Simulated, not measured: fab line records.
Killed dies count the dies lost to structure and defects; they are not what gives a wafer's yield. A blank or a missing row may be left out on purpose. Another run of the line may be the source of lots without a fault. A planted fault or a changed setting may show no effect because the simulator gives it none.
Chamber matching    flow berkeley-cmos170    3 sister chambers for UCB170_SPACER_CVD_00 on pecvd-03
The step deposits SiO2 from TEOS/O2, target thk 376 nm, time 48.07 s. 3 wafers are shown with their chamber, then 8 later ones without.

WAFERS WITH THEIR CHAMBER
wafer   chamber  heater-power-w (W)
L879.1  1        204
L878.4  0        188
L881.1  2        321

WAFERS WHOSE CHAMBER IS MISSING
wafer   heater-power-w (W)
L881.4  219
L881.5  340
L882.1  330
L882.5  224
L882.6  348
L888.1  188
L888.2  331
L888.5  346

WHICH CHAMBER EACH WENT THROUGH
wafer   from the rows above      in truth
L881.4  can't be placed: 1 or 0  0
L881.5  2                        2
L882.1  2                        2
L882.5  can't be placed: 1 or 0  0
L882.6  2                        2
L888.1  can't be placed: 0 or 1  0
L888.2  2                        2
L888.5  2                        2
5 of 8 placed correctly. Cannot be placed on the basis of these rows: 3; the candidates contain the true chamber in 3. 0 placed wrongly.
How it was worked out, from the rows above alone: a wafer's distance from a chamber is the root of the sum, over the readings, of the square of ((its reading less the chamber's mean) divided by the reading's scatter). The wafer belongs to the nearest chamber; if the next one is less than 2 further off, it can't be placed. A chamber's mean is the mean of its shown wafers. The scatter: root of mean squared gap, hidden wafer to nearest shown wafer, with one shown wafer a chamber.
